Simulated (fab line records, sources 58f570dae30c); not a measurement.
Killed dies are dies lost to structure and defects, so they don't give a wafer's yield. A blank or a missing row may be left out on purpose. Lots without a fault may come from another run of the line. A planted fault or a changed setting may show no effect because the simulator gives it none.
Chamber matching | flow berkeley_cmos170 | UCB170_M1_ETCH_11 on rie_diel-01: 4 sister chambers
The step etches BARC in N2/H2. 4 wafers are shown with their chamber, then 7 later ones without.

WAFERS WITH THEIR CHAMBER
wafer  | chamber | throttle_valve_pct (%)
L369.3 | 2       | 12.88
L369.4 | 0       | 13.51
L378.1 | 1       | 13.22
L378.5 | 3       | 13.12

WAFERS WITHOUT THEIR CHAMBER
wafer  | throttle_valve_pct (%)
L378.6 | 12.88
L382.4 | 13.49
L382.5 | 13.23
L382.6 | 12.87
L381.1 | 13.11
L381.2 | 12.88
L381.5 | 13.24

WHICH CHAMBER EACH WENT THROUGH
wafer  | from the rows above | in truth
L378.6 | 2                   | 2
L382.4 | 0                   | 0
L382.5 | 1                   | 1
L382.6 | 2                   | 2
L381.1 | 3                   | 3
L381.2 | 2                   | 2
L381.5 | 1                   | 1
Placed correctly: 7 of 7. Can't be placed from these rows: 0. Placed wrongly: 0.
How it was worked out, from the rows above alone: a wafer's distance from a chamber is the root of the sum, over the readings, of the square of ((its reading less the chamber's mean) divided by the reading's scatter). The wafer belongs to the nearest chamber; if the next one is less than 2 further off, it can't be placed. A chamber's mean is the mean of its shown wafers. The scatter: with one shown wafer a chamber, the root of the mean of the squares of how far each hidden wafer lies from its nearest shown one.
